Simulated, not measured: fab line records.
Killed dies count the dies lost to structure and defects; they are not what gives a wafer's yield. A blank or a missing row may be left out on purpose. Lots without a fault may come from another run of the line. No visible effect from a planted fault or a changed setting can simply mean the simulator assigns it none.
fab line records -- flow ritCmos
record lots=6, wafers=18, lastDay=7
route steps=202 shown PWELL@43 WELLDRIVE@50 NWELL@51 NRETRO@53 M1@202
lots that met no fault: from a run of the same line without faults
startH: start of the lot's first displayed wafer, in hours after the record's first day -- waitH: how many hours have passed since the lot's step before this one -- " the same as in the row above -- L1.1+2: several wafers, shown together as one row -- - value missing, or start not given -- * or withheld: withheld -- < > ~ a bound
route shown NAME@n: a module of which the file shows steps, and the number in the route of the first -- usual: average and standard deviation across the fault-free wafers -- same: alike in all rows -- chamber/n: place in a boat -- sites: the reading at each site -- _std_site: the values' standard deviation -- _edge_site: the outer-site mean with the inner-site mean subtracted -- radiusMm: how far each site lies from the wafer's centre -- mask NAME#n: copy n -- behind: tool/chamber where the wafer was last shaped -- hold: what put the lot on hold/how long, in hours/how the hold closed -- device: the n, p or np transistor that did not switch -- end of line: the same wafers' tests at the end of the route -- a step given without rows: its recipe and nothing more -- killed: count of dies lost to structure and defects at first sort (not the wafer's yield) -- map: per-die view of a wafer (x killed, . not killed, _ where there is no die)
set.NAME: the setting as run; set.NAME@STEP: as run at that earlier step -- model.NAME: the simulator's own value behind a step, which no gauge read
certain route steps with their lots: each step a table, each wafer a row
services: when a tool's chamber went out of use (startH, in hours from the record's first day, below 0 if earlier), for how many hours, and the reason
## steps
# step RIT_PWELL_PEB_04
# recipe resist=NOVOLAK, tempC=withheld, timeS=withheld
# step RIT_PWELL_DEVELOP_05
# recipe resist=NOVOLAK, developTimeS=68, devTempC=23
# step RIT_PWELL_OVL_MEAS_06
# usual PWELL_OVL=-0.9/1.3
lot.wafer,tool,chamber,startH,waitH,PWELL_OVL[nm]
L968.2,overlay-02,-,27.81,-,-0.3
L968.3,overlay-02,-,27.81,-,0.0
L968.6,overlay-02,-,27.81,-,-2.5
L973.2,overlay-02,-,53.24,-,-0.9
L973.3,overlay-02,-,53.24,-,-1.6
L973.6,overlay-02,-,53.24,-,-2.8
L983.2,overlay-02,-,103.87,-,-0.9
L983.3,overlay-02,-,103.87,-,2.2
L983.6,overlay-02,-,103.87,-,-1.5
L985.1,overlay-02,-,114.91,-,1.4
L985.3,overlay-02,-,114.91,-,1.2
L985.5,overlay-02,-,114.91,-,-1.9
L988.1,overlay-01,-,129.21,-,-0.8
L988.4,overlay-01,-,129.21,-,1.0
L988.5,overlay-01,-,129.21,-,-1.8
L990.2,overlay-01,-,140.16,-,-2.6
L990.3,overlay-01,-,140.16,-,-2.0
L990.5,overlay-01,-,140.16,-,-0.2
# step RIT_PWELL_HARDBAKE_07
# recipe resist=NOVOLAK, tempC=140, timeS=120
# step RIT_PWELL_IMPLANT_08
# recipe species=B, energyKev=170, doseCm2=7.048e+13, tiltDeg=7
# step RIT_PWELL_STRIP_09
# recipe chemistry=O2, timeS=180, resist=NOVOLAK, platenTempC=withheld, powerW=500, pressureMtorr=4000, o2FlowSccm=4000
# usual drypumpMotorCurrentA=5.3/0.38, rfReflPowerW=7.0/0.96
lot.wafer,tool,chamber,startH,waitH,drypumpMotorCurrentA,rfHoursCounterH,rfReflPowerW
L968.2,plasmaAsher-01,1,28.24,0.1,5.3,38,8.0
L968.3,plasmaAsher-01,0,28.24,0.1,5.1,-,6.1
L968.6,plasmaAsher-01,1,28.24,0.1,5.3,-,8.3
L973.2,plasmaAsher-02,0,53.85,0.1,5.9,39,7.8
L973.3,plasmaAsher-02,0,53.85,0.1,5.9,-,7.8
L973.6,plasmaAsher-02,0,53.85,0.1,5.9,-,7.7
L983.2,plasmaAsher-02,0,104.30,0.1,5.9,45,7.5
L983.3,plasmaAsher-02,1,104.30,0.1,4.9,-,5.8
L983.6,plasmaAsher-02,0,104.30,0.1,5.9,-,7.8
L985.1,plasmaAsher-01,1,115.35,0.1,5.3,47,7.9
L985.3,plasmaAsher-01,1,115.35,0.1,5.3,-,8.0
L985.5,plasmaAsher-01,1,115.35,0.1,5.3,-,8.1
L988.1,plasmaAsher-02,0,129.65,0.1,5.9,48,7.5
L988.4,plasmaAsher-02,0,129.65,0.1,5.9,-,7.6
L988.5,plasmaAsher-02,1,129.65,0.1,4.9,-,5.7
L990.2,plasmaAsher-02,0,140.59,0.1,5.9,49,7.4
L990.3,plasmaAsher-02,0,140.59,0.1,5.9,-,7.7
L990.5,plasmaAsher-02,1,140.59,0.1,4.9,-,5.6
# step RIT_PWELL_TW_MEAS_10
# usual PWELL_TW=962/9.4
lot.wafer,tool,chamber,startH,waitH,PWELL_TW
L968.2,filmMetro-04,-,28.42,0.1,976
L968.3,filmMetro-04,-,28.42,0.1,979
L968.6,filmMetro-04,-,28.42,0.1,980
L973.2,filmMetro-02,-,54.04,0.1,955
L973.3,filmMetro-02,-,54.04,0.1,950
L973.6,filmMetro-02,-,54.04,0.1,950
L983.2,filmMetro-03,-,104.48,0.1,951
L983.3,filmMetro-03,-,104.48,0.1,953
L983.6,filmMetro-03,-,104.48,0.1,952
L985.1,filmMetro-03,-,115.52,0.1,960
L985.3,filmMetro-03,-,115.52,0.1,956
L985.5,filmMetro-03,-,115.52,0.1,953
L988.1,filmMetro-04,-,129.83,0.1,979
L988.4,filmMetro-04,-,129.83,0.1,972
L988.5,filmMetro-04,-,129.83,0.1,979
L990.2,filmMetro-03,-,140.77,0.1,963
L990.3,filmMetro-03,-,140.77,0.1,961
L990.5,filmMetro-03,-,140.77,0.1,960
# step RIT_WELLDRIVE_ANNEAL_00
# recipe tempC=1100, timeS=14700, ambient=N2
# step RIT_WELLDRIVE_RS_MEAS_01
# recipe thkMeasGauge=four-point-probe
# usual NWELL_RS=275.7/0.8
lot.wafer,tool,chamber,startH,waitH,NWELL_RS[ohm/sq]
L968.2,filmMetro-03,-,33.58,0.0,275.6
L968.3,filmMetro-03,-,33.58,0.0,276.0
L968.6,filmMetro-03,-,33.58,0.0,275.3
L973.2,filmMetro-03,-,59.97,0.0,275.6
L973.3,filmMetro-03,-,59.97,0.0,275.5
L973.6,filmMetro-03,-,59.97,0.0,275.7
L983.2,filmMetro-02,-,109.98,0.0,276.8
L983.3,filmMetro-02,-,109.98,0.0,276.8
L983.6,filmMetro-02,-,109.98,0.0,276.6
L985.1,filmMetro-02,-,120.66,0.0,275.8
L985.3,filmMetro-02,-,120.66,0.0,275.3
L985.5,filmMetro-02,-,120.66,0.0,276.0
L988.1,filmMetro-03,-,136.53,0.0,274.8
L988.4,filmMetro-03,-,136.53,0.0,276.1
L988.5,filmMetro-03,-,136.53,0.0,275.7
L990.2,filmMetro-02,-,147.05,0.0,276.0
L990.3,filmMetro-02,-,147.05,0.0,276.4
L990.5,filmMetro-02,-,147.05,0.0,275.7
# step RIT_WELLDRIVE_RS_MEAS_02
# recipe thkMeasGauge=four-point-probe
# usual PWELL_RS=427.8/1.4
lot.wafer,tool,chamber,startH,waitH,PWELL_RS[ohm/sq]
L968.2,filmMetro-03,-,33.70,0.1,428.9
L968.3,filmMetro-03,-,33.70,0.1,428.2
L968.6,filmMetro-03,-,33.70,0.1,428.2
L973.2,filmMetro-03,-,60.09,0.1,426.1
L973.3,filmMetro-03,-,60.09,0.1,425.4
L973.6,filmMetro-03,-,60.09,0.1,427.1
L983.2,filmMetro-02,-,110.10,0.1,426.5
L983.3,filmMetro-02,-,110.10,0.1,426.9
L983.6,filmMetro-02,-,110.10,0.1,427.5
L985.1,filmMetro-02,-,120.78,0.1,427.4
L985.3,filmMetro-02,-,120.78,0.1,428.0
L985.5,filmMetro-02,-,120.78,0.1,426.2
L988.1,filmMetro-03,-,136.65,0.1,427.5
L988.4,filmMetro-03,-,136.65,0.1,428.1
L988.5,filmMetro-03,-,136.65,0.1,429.4
L990.2,filmMetro-02,-,147.17,0.1,427.8
L990.3,filmMetro-02,-,147.17,0.1,428.7
L990.5,filmMetro-02,-,147.17,0.1,426.9
# step RIT_NRETRO_HMDS_00
# recipe primeTimeS=60, primeTempC=140
# step RIT_NRETRO_COAT_01
# recipe resist=NOVOLAK, spinRpm=2000, resistThkNm=1300
# step RIT_NRETRO_SOFTBAKE_02
# recipe resist=NOVOLAK, tempC=90, timeS=60
# usual chillPlateTempC=22.98/0.11, runLengthS=89.14/0.21
lot.wafer,tool,chamber,startH,waitH,chillPlateTempC,runLengthS
L968.2,lithoTrack-01,0,34.12,0.1,22.91,88.91
L968.3,lithoTrack-01,0,34.12,0.1,23.06,89.02
L968.6,lithoTrack-01,0,34.12,0.1,22.93,89.15
L973.2,lithoTrack-03,0,60.52,0.1,23.09,89.28
L973.3,lithoTrack-03,0,60.52,0.1,23.04,89.42
L973.6,lithoTrack-03,0,60.52,0.1,22.97,89.26
L983.2,lithoTrack-03,0,110.53,0.1,22.78,99.25
L983.3,lithoTrack-03,0,110.53,0.1,22.98,99.48
L983.6,lithoTrack-03,0,110.53,0.1,23.00,99.19
L985.1,lithoTrack-03,0,121.20,0.1,23.15,99.15
L985.3,lithoTrack-03,0,121.20,0.1,23.09,99.21
L985.5,lithoTrack-03,0,121.20,0.1,22.95,99.31
L988.1,lithoTrack-01,0,137.07,0.1,23.11,88.93
L988.4,lithoTrack-01,0,137.07,0.1,23.16,89.08
L988.5,lithoTrack-01,0,137.07,0.1,23.20,88.92
L990.2,lithoTrack-01,0,147.60,0.1,23.05,88.92
L990.3,lithoTrack-01,0,147.60,0.1,22.99,89.02
L990.5,lithoTrack-01,0,147.60,0.1,23.00,88.91
# step RIT_NRETRO_EXPOSE_03
# recipe maskId=M4, na=0.57, targetCdNm=43900, doseMj=250
# step RIT_M1_PROBE_99
# usual killedAtContacts=0.1/0.31, killedAtFrontEnd=7/3.2, killedDies=7/3.2, killedOpen=3.6/1.9, killedShort=3.6/2
# same grossDies=264, killed_at_M0_to_M3=0, killed_at_M4_up=0, killedAtBackSide=0, killedAtOther=0
lot.wafer,tool,chamber,startH,waitH,killedAtContacts,killedAtFrontEnd,killedDies,killedOpen,killedShort
L968.2,prober-01,-,64.11,0.1,1,3,4,2,2
L968.3,prober-01,-,64.16,0.2,0,4,4,1,3
L968.6,prober-01,-,64.31,0.2,1,4,5,1,4
L985.1,prober-02,-,152.34,0.1,0,6,6,0,6
L985.3,prober-02,-,152.44,0.2,0,5,5,3,2
L985.5,prober-02,-,152.54,0.2,0,10,10,4,6
L988.1,prober-01,-,167.83,0.1,0,10,10,5,5
L988.4,prober-01,-,167.98,0.2,0,8,8,4,4
L988.5,prober-01,-,168.03,0.2,0,7,7,3,4
# killed by level:class
L968.2 GATE:geometricParticle:open=1 GATE:geometricParticle:short=1 SILICIDE:geometricParticle:open=1 CONTACT:geometricParticle:short=1
L968.3 GATE:geometricParticle:short=2 FOX1:geometricParticle:open=1 SILICIDE:geometricParticle:short=1
L968.6 SILICIDE:geometricParticle:short=2 GATE:geometricParticle:short=1 SPACER:geometricParticle:short=1 CONTACT:geometricParticle:open=1
L985.1 FOX2:geometricParticle:short=2 SILICIDE:geometricParticle:short=2 FOX1:geometricParticle:short=1 GATE:geometricParticle:short=1
L985.3 GATE:geometricParticle:open=2 GATE:geometricParticle:short=2 FOX2:geometricParticle:open=1
L985.5 SPACER:geometricParticle:short=3 GATE:geometricParticle:open=2 GATE:geometricParticle:short=1 REOX:geometricParticle:open=1 REOX:geometricParticle:short=1 SPACER:geometricParticle:open=1 SILICIDE:geometricParticle:short=1
L988.1 GATE:geometricParticle:short=2 REOX:geometricParticle:open=2 SILICIDE:geometricParticle:short=2 FOX1:geometricParticle:open=1 FOX2:geometricParticle:short=1 GATE:geometricParticle:open=1 SILICIDE:geometricParticle:open=1
L988.4 SILICIDE:geometricParticle:short=2 FOX1:geometricParticle:open=1 FOX1:geometricParticle:short=1 FOX2:geometricParticle:open=1 GATE:geometricParticle:short=1 GATE:geometricParticle:open=1 REOX:geometricParticle:open=1
L988.5 FOX1:geometricParticle:short=3 FOX1:geometricParticle:open=1 GATE:geometricParticle:open=1 REOX:geometricParticle:open=1 SILICIDE:geometricParticle:short=1
## services
tool,chamber,startH,hours,kind
plasmaAsher-01,-,71.10,1.1,repair
## key
firstSign step=RIT_NRETRO_SOFTBAKE_02, reading=runLengthS, direction=up, sigmas=49, usual=*, struck=*
effect none on later readings
metAt RIT_NRETRO_SOFTBAKE_02
struckWafers L983.2,L983.3,L983.6,L985.1,L985.3,L985.5
testerLeftOut L983,L985
onsetBetween 60.52 110.53
fault kind=processParameterDrift, tool=lithoTrack-03, chamber=-, onsetH=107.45, steps=RIT_NRETRO_SOFTBAKE_02, channel=timeS, offset=*, shape=step, endH=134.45, actsIn=*, stated=*
# testerLeftOut: of these lots the tester's yield and bins aren't shown, on N5 and GAA mostly nor the transistor test; their killed dies are dies lost to structure and defects alone, not to doping, threshold or leakage, so they don't give the yield
